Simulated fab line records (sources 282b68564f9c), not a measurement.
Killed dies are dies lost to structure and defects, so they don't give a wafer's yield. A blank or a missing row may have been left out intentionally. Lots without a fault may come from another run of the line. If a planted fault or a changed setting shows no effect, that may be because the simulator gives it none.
A struck lot beside a sound one | flow ritCmos | 27 out of 202 route steps
Sound: these wafers, L425.1, L425.3, L425.5. Struck: wafers L418.4, L418.5. (L418.1 of the same lot was not struck and is left out.) The cause comes at the end.
At each step with rows: each side's tool, then ch and its chambers, then its first start. Under that, the readings that differ: sound wafers | struck wafers | difference of the means | sigmas: that difference in standard deviations of wafers without a fault.
alike: readings with means less than 2 such deviations apart, plus words and numbers identical on both sides. not compared: withheld readings, readings lacking a value on some wafer, bounds such as >300 that could conceal the same value, and numbers that have no deviation in the record and whose values overlap.
A row with sigmas, a row that says differs or no value, or rows on one side alone: a step with any of these is where the two part. Numbers that don't overlap but have no deviation are shown without sigmas and don't part them. A reading that every wafer of one side lacks parts them only if that side has two wafers or more.

first, 4 steps without rows for these wafers: RIT_CONTACT_SOFTBAKE_04 (time 60 s); RIT_CONTACT_EXPOSE_05 (exposes mask M11, target cd 1000 nm); RIT_CONTACT_PEB_06; RIT_CONTACT_DEVELOP_07 (develop time 120 s).
RIT_CONTACT_CD_MEAS_08 targets a cd of 1000 nm.
  struck on cdSem-01, day 4 12:19; sound on cdSem-02, day 6 04:40
reading   | sound             | struck        | difference | sigmas
cdNm (nm) | 999.0 998.2 998.3 | 1005.9 1004.2 | +6.5       | +3
RIT_CONTACT_OVL_MEAS_09:
  struck on overlay-01, day 4 12:26; sound on overlay-01, day 6 04:47
  alike: CONTACT_OVL
then, 1 step without rows for these wafers: RIT_CONTACT_HARDBAKE_10 (time 60 s).
RIT_CONTACT_ETCH_11: etches SiO2 in CHF3/CF4/Ar, stops on TiSi2, target depth 480 nm, time 320 s.
  sound on rieDiel-03 ch 2,3, day 6 04:58; struck on rieDiel-01 ch 0,1, day 4 12:37
  alike: drypumpMotorCurrentA, oesProductAu, throttleValvePct
  not compared: rfHoursCounterH
RIT_CONTACT_STRIP_12: strips in O2, time 180 s.
  sound on plasmaAsher-01 ch 0,1, day 6 05:10; struck on plasmaAsher-01 ch 0,1, day 4 12:49
  alike: drypumpMotorCurrentA
  not compared: rfHoursCounterH
RIT_CONTACT_CD_MEAS_90 targets a cd of 1000 nm.
  struck on cdSem-01, day 4 12:59; sound on cdSem-02, day 6 05:20
reading   | sound             | struck        | difference | sigmas
cdNm (nm) | 999.1 997.9 998.7 | 1005.8 1003.2 | +5.9       | +3
then, 2 steps without rows for these wafers: RIT_CONTACT_CLEAN_13 (cleans in SC1, time 600 s); RIT_CONTACT_CLEAN_14 (cleans in SC2, time 600 s).
RIT_M1_SPUTTER_00: material Al, target thk 400 nm, time 500 s.
  struck on pvdSputter-04, day 4 13:28; sound on pvdSputter-03, day 6 05:50
reading                              | sound             | struck      | difference | sigmas
model.Al_of_M1_SPUTTER_00.thkNm (nm) | 396.8 397.2 394.5 | 622.7 623.6 | +227.0     | 
  alike: throttleValvePct
RIT_M1_RS_MEAS_01: the measuring method here is four-point-probe.
  struck on filmMetro-04, day 4 13:45; sound on filmMetro-04, day 6 06:07
reading           | sound                | struck        | difference | sigmas
M1_AL_RS (ohm/sq) | 0.0742 0.0740 0.0745 | 0.0468 0.0468 | -0.0274    | -36
RIT_M1_THK_MEAS_02: measures by xrf.
  struck on filmMetro-04, day 4 13:52; sound on filmMetro-04, day 6 06:14
reading        | sound       | struck  | difference | sigmas
M1_AL_THK (nm) | 393 395 390 | 619 618 | +226       | +49
then, 6 steps without rows for these wafers: RIT_M1_HMDS_03 (prime time 60 s); RIT_M1_COAT_04 (resist thk 1300 nm); RIT_M1_SOFTBAKE_05 (time 60 s); RIT_M1_EXPOSE_06 (exposes mask M12, target cd 2600 nm); RIT_M1_PEB_07; RIT_M1_DEVELOP_08 (develop time 68 s).
RIT_M1_CD_MEAS_09 targets a cd of 2600 nm.
  struck on cdSem-02, day 4 14:49; sound on cdSem-02, day 6 07:19
  alike: cdNm
RIT_M1_OVL_MEAS_10:
  struck on overlay-01, day 4 14:56; sound on overlay-02, day 6 07:26
  alike: M1_OVL
then, 1 step without rows for these wafers: RIT_M1_HARDBAKE_11 (time 120 s).
RIT_M1_METAL_ETCH_12: etches Al in Cl2/BCl3, stops on SiO2, time 165 s, target depth 600 nm.
  sound on rieMetal-02 ch 0, day 6 07:44; struck on rieMetal-04 ch 0,1, day 4 15:13
reading             | sound             | struck      | difference | sigmas
oesProductAu (a.u.) | 0.791 0.781 0.779 | 1.033 0.994 | +0.230     | +18
  alike: bcl3FlowSccm, drypumpMotorCurrentA, throttleValvePct
  not compared: rfHoursCounterH
then, 1 step without rows for these wafers: RIT_M1_STRIP_13 (strips in nmp, time 600 s).
RIT_M1_PROBE_99:
  struck on prober-01, day 4 17:37; sound on prober-01, day 6 10:02
reading                               | sound              | struck      | difference | sigmas
defectLimitedYield (%)                | 98.9 97.7 94.7     | 11.7 16.3   | -83.1      | -83
killed_at_M0_to_M3                    | 0 0 0              | 225 217     | +221       | +99 or more
killedDies                            | 3 6 14             | 233 221     | +219       | +81
killedOnRim                           | 1 1 2              | 70 65       | +66        | +55
model.etest.tester.sortNPass          | 261 258 250        | 0 0         | -256       | 
model.etest.tester.sortYieldPct (%)   | 98.86 97.73 94.7   | 0 0         | -97        | 
model.etest.tester.sort_bin_5_pct (%) | 1.136 0.7576 2.652 | 86.36 82.58 | +82.95     | 
model.etest.tester.sort_bin_3_pct (%) | 0 0 0.7576         | 11.74 16.29 | +13.76     | 
model.etest.retroEdgeNmos.overLimit   | 0 0 0              | 1 1         | +1         | 
model.etest.diodeNwellSub.overLimit   | 0 0 0              | 1 1         | +1         | 
model.etest.ppolySal.short            | 0 0 0              | 1 1         | +1         | 
model.etest.nmos_0p3.overLimit        | 0 0 0              | 1 1         | +1         | 
  alike: killedAtFrontEnd, killedOpen, killedShort

WHERE THEY PART
First at RIT_CONTACT_CD_MEAS_08; last, within this record, at RIT_M1_PROBE_99.

WHY: what had been put in by the simulator
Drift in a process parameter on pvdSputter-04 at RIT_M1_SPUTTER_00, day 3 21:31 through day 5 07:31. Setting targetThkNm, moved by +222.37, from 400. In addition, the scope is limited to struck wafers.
